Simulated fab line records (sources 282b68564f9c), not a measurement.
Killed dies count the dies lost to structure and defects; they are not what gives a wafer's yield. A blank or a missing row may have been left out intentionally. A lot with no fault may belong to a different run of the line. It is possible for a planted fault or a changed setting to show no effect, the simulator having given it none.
The tool behind it: which one? / flow rit-cmos / 14 lots with 42 wafers sampled at 2 steps, on a route of 202 steps

WHAT EACH GAUGE READ, for each wafer
The record lacks any reading of a measuring or inspecting step that a usual standard deviation could be used to judge.

WHICH TOOL RAN EACH LOT (tool, then ch and the chambers of the sampled wafers, then the start)
lot=L598; RIT_ACTIVE_CLEAN_17=wet-bench-04 ch 3, day 1 17:23; RIT_M1_PROBE_99=-
lot=L601; RIT_ACTIVE_CLEAN_17=wet-bench-04 ch 1, day 2 06:45; RIT_M1_PROBE_99=-
lot=L602; RIT_ACTIVE_CLEAN_17=wet-bench-02 ch 0, day 2 15:00; RIT_M1_PROBE_99=-
lot=L603; RIT_ACTIVE_CLEAN_17=wet-bench-01 ch 1, day 3 01:01; RIT_M1_PROBE_99=-
lot=L604; RIT_ACTIVE_CLEAN_17=wet-bench-01 ch 2, day 3 01:15; RIT_M1_PROBE_99=-
lot=L606; RIT_ACTIVE_CLEAN_17=wet-bench-04 ch 0, day 3 08:29; RIT_M1_PROBE_99=-
lot=L605; RIT_ACTIVE_CLEAN_17=wet-bench-04 ch 3, day 3 08:44; RIT_M1_PROBE_99=-
lot=L607; RIT_ACTIVE_CLEAN_17=wet-bench-04 ch 1, day 3 15:57; RIT_M1_PROBE_99=-
lot=L609; RIT_ACTIVE_CLEAN_17=wet-bench-04 ch 3, day 3 22:58; RIT_M1_PROBE_99=-
lot=L608; RIT_ACTIVE_CLEAN_17=wet-bench-02 ch 0, day 3 23:01; RIT_M1_PROBE_99=-
lot=L610; RIT_ACTIVE_CLEAN_17=wet-bench-02 ch 3, day 4 17:10; RIT_M1_PROBE_99=-
lot=L611; RIT_ACTIVE_CLEAN_17=wet-bench-01 ch 2, day 4 17:17; RIT_M1_PROBE_99=-
lot=L619; RIT_ACTIVE_CLEAN_17=wet-bench-04 ch 2, day 6 02:13; RIT_M1_PROBE_99=prober-02, day 8 00:50
lot=L620; RIT_ACTIVE_CLEAN_17=wet-bench-04 ch 2, day 6 05:42; RIT_M1_PROBE_99=prober-01, day 8 06:48
- RIT_ACTIVE_CLEAN_17: cleans in SC2, time 600 s.
- RIT_M1_PROBE_99

WHAT THE TOOLS THEMSELVES READ (means of the sampled wafers that have a number; where no wafer has one, the mark that the record gives instead)
RIT_M1_PROBE_99. Usual: killed-at-contacts 0.1, standard deviation 0.25; killed-at-front-end 7, standard deviation 3.1; killed-dies 7, standard deviation 3.2; killed-on-rim 1.9, standard deviation 1.5; killed-open 3.3, standard deviation 2; killed-short 3.5, standard deviation 2.
lot=L619 tool=prober-02 killed-at-contacts=0.0 killed-at-front-end=13 killed-dies=13 killed-on-rim=7.0 killed-open=1.7 killed-short=3.7 flag=OFF
lot=L620 tool=prober-01 killed-at-contacts=0.0 killed-at-front-end=13 killed-dies=13 killed-on-rim=7.3 killed-open=3.0 killed-short=2.3 flag=OFF

THE ANSWER, worked out from the rows above alone
Rule: a lot is off if the mean of its wafers that have a number lies more than 3 standard deviations from the usual mean. A lot without any number at a reading at which 4 lots or more have one is off too. Any other lot the step has rows for is counted as sound. Order of review: gauges by route order, followed by the tools' own readings, for which a lot's mean as printed above is used. The first step at which some lot is off is used, and at that step the reading that is off furthest; a lot without a number counts as furthest.
Off, at RIT_M1_PROBE_99 on killed-on-rim: L619, L620. Neither off nor sound, because the step has no rows for them: L598, L601, L602, L603, L604, L606, L605, L607, L609, L608, L610, L611.
A tool fits if, at that step or a process step before it, it ran every lot that is off, and no sound lot after the first of them. One fits: wet-bench-04 at RIT_ACTIVE_CLEAN_17. It ran no sound lot before its first lot that is off in this sample, so the start can't be narrowed down.

WHAT THE SIMULATOR PUT IN
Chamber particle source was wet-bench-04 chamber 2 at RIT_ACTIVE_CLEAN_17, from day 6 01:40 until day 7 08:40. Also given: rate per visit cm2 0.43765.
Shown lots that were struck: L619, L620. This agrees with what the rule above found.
